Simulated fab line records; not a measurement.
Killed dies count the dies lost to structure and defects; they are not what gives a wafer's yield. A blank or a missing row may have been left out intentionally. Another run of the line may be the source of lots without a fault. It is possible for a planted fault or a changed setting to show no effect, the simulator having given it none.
The tool behind it: which one? | flow ritCmos | at 1 step of a route of 202, 13 lots with 39 wafers sampled

WHAT THE GAUGES SHOWED, per wafer
RIT_NRETRO_OVL_MEAS_06. Usual: NRETRO_OVL gives -0.7 nm (standard deviation 1.6).
lot  | measured    | on         | NRETRO_OVL (nm) | flag
L314 | day 2 06:11 | overlay-02 | -1.4 -1.6 -1.0  | 
L315 | day 2 11:55 | overlay-01 | -0.4 1.2 0.5    | 
L316 | day 2 16:29 | overlay-02 | 0.0 -0.5 -1.5   | 
L317 | day 2 22:48 | overlay-01 | -3.3 -2.7 -3.9  | 
L319 | day 3 06:57 | overlay-01 | -0.7 -1.3 -1.7  | 
L320 | day 3 12:28 | overlay-02 | 0.1 1.4 1.5     | 
L322 | day 3 23:10 | overlay-01 | 2.6 0.3 -0.7    | 
L327 | day 4 23:49 | overlay-01 | -1.8 -2.8 -2.8  | 
L330 | day 5 15:31 | overlay-01 | 2.5 2.8 -0.7    | 
L332 | day 6 00:07 | overlay-02 | 1.1 0.1 -0.9    | 
L333 | day 6 03:59 | overlay-02 | 1.0 -2.4 1.1    | 
L334 | day 6 11:10 | overlay-02 | -0.4 -2.5 0.2   | 
L336 | day 6 21:38 | overlay-01 | 0.9 -0.6 0.4    | 

EACH LOT AND THE TOOL THAT RAN IT (in order: tool; ch and the chambers of the sampled wafers; start)
Record: no process step prior to these readings.

WHAT THE TOOLS THEMSELVES READ (means of the sampled wafers that have a number; where no wafer has one, the mark that the record gives instead)
The record holds no such reading with a usual standard deviation.

THE ANSWER, worked out from the rows above alone
Rule: take the mean of a lot's wafers that have a number; if it is more than 3 standard deviations from the usual mean, the lot is off. Also off: a lot with no number at a reading for which 4 or more lots have one. All remaining lots with rows at the step are treated as sound. After the gauges, taken in route order, come the tools' own readings; for these a lot's mean is taken, as printed above. The first step at which some lot is off is used, and at that step the reading that is off furthest; a lot without a number counts as furthest.
No lot is off at any reading shown: from this, nothing can be told.

WHAT THE SIMULATOR HAD PUT IN
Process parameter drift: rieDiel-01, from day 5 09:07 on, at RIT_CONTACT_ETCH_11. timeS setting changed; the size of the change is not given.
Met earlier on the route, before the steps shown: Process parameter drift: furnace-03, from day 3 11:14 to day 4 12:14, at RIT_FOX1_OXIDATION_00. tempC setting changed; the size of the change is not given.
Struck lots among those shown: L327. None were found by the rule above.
